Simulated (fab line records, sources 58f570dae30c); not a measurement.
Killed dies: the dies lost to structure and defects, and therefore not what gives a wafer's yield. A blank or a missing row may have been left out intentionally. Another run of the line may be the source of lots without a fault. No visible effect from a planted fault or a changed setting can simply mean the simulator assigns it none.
Check of tool commonality	flow berkeley-cmos170	Sample size 14 lots and 42 wafers

== WHAT PROMPTED THE OPENING ==
UCB170_FIELD_THK_MEAS_91, reading FIELD_OXIDE_LEFT_2_THK: flagged on 2 of 14 lots. Fault-free wafers read 349 nm, with a standard deviation of 8.5.
Rule: a lot is flagged when every wafer of it that has a number lies more than 4 standard deviations from that mean, or none has a number. As for the other lots, they are considered sound.

lot	measured	on	FIELD_OXIDE_LEFT_2_THK (nm), wafer by wafer	flag
L870	day 6 16:47	film-metro-01	343 352 351	
L873	day 7 06:40	film-metro-03	346 358 347	
L871	day 7 07:12	film-metro-01	361 361 354	
L876	day 7 22:43	film-metro-03	340 352 337	
L879	day 8 16:19	film-metro-03	354 347 345	
L882	day 8 17:13	film-metro-01	411 406 407	FLAGGED
L884	day 9 07:42	film-metro-02	402 402 400	FLAGGED
L886	day 9 07:42	film-metro-01	348 347 356	
L887	day 10 08:49	film-metro-01	353 353 358	
L888	day 10 08:49	film-metro-03	343 357 334	
L891	day 10 18:32	film-metro-02	349 360 348	
L889	day 10 18:33	film-metro-01	356 359 362	
L892	day 11 08:35	film-metro-03	346 351 352	
L893	day 11 08:57	film-metro-01	329 333 333	
The numbers of the flagged lots are 405 nm on average: +56 nm against the usual, or +7 standard deviations.

== TOOL THAT RAN EACH LOT ==
Before the reading, the record contains 2 process steps out of a 331-step route. Each cell gives the tool, then ch followed by the chambers the sampled wafers passed through, then the start.
lot	flag	UCB170_ACTIVE_STRIP_16	UCB170_GATE_WET_ETCH_00
L870		plasma-asher-04 ch 1, day 4 22:48	wet-bench-04 ch 1, day 6 16:43
L873		plasma-asher-04 ch 1, day 5 10:13	wet-bench-04 ch 2, day 7 06:35
L871		plasma-asher-04 ch 0,1, day 5 09:53	wet-bench-04 ch 1, day 7 07:08
L876		plasma-asher-03 ch 0,1, day 6 11:16	wet-bench-04 ch 3, day 7 22:37
L879		plasma-asher-04 ch 0,1, day 7 02:22	wet-bench-04 ch 1, day 8 16:13
L882	FLAGGED	plasma-asher-04 ch 0,1, day 7 07:14	wet-bench-01 ch 3, day 8 17:09
L884	FLAGGED	plasma-asher-03 ch 0,1, day 7 17:18	wet-bench-04 ch 2, day 9 07:37
L886		plasma-asher-04 ch 0,1, day 7 17:10	wet-bench-04 ch 0, day 9 07:37
L887		plasma-asher-02 ch 0,1, day 8 10:13	wet-bench-04 ch 1, day 10 08:44
L888		plasma-asher-04 ch 0,1, day 8 10:05	wet-bench-04 ch 1, day 10 08:44
L891		plasma-asher-03 ch 0,1, day 8 20:49	wet-bench-04 ch 0, day 10 18:28
L889		plasma-asher-04 ch 0,1, day 8 20:34	wet-bench-04 ch 2, day 10 18:28
L892		plasma-asher-02 ch 0,1, day 9 08:44	wet-bench-04 ch 0, day 11 08:29
L893		plasma-asher-03 ch 0,1, day 9 08:58	wet-bench-04 ch 2, day 11 08:49
These steps, and what they do:
- UCB170_ACTIVE_STRIP_16: strips in O2.
- UCB170_GATE_WET_ETCH_00: etches SiO2 in dHF, time 200 s.
- UCB170_FIELD_THK_MEAS_91

== FLAGGED OVER TOTAL, TOOL BY TOOL (the gauges that took the reading come last) ==
step	tool	lots run	flagged	share of the flagged lots	sound lots run after its first flagged lot
UCB170_ACTIVE_STRIP_16	plasma-asher-02	2	0	none	-
UCB170_ACTIVE_STRIP_16	plasma-asher-03	4	1	some	2 (L891,L893)
UCB170_ACTIVE_STRIP_16	plasma-asher-04	8	1	some	3 (L886,L888,L889)
UCB170_GATE_WET_ETCH_00	wet-bench-01	1	1	some	0
UCB170_GATE_WET_ETCH_00	wet-bench-04	13	1	some	6 (L887,L888,L889,L891,L892,L893)
UCB170_FIELD_THK_MEAS_91	film-metro-01	7	1	some	4 (L886,L887,L889,L893)
UCB170_FIELD_THK_MEAS_91	film-metro-02	2	1	some	1 (L891)
UCB170_FIELD_THK_MEAS_91	film-metro-03	5	0	none	-

== THE TABLE: WHAT IT ALLOWS ==
No row of the table ran every flagged lot.

== WHAT THE SIMULATOR PUT IN ==
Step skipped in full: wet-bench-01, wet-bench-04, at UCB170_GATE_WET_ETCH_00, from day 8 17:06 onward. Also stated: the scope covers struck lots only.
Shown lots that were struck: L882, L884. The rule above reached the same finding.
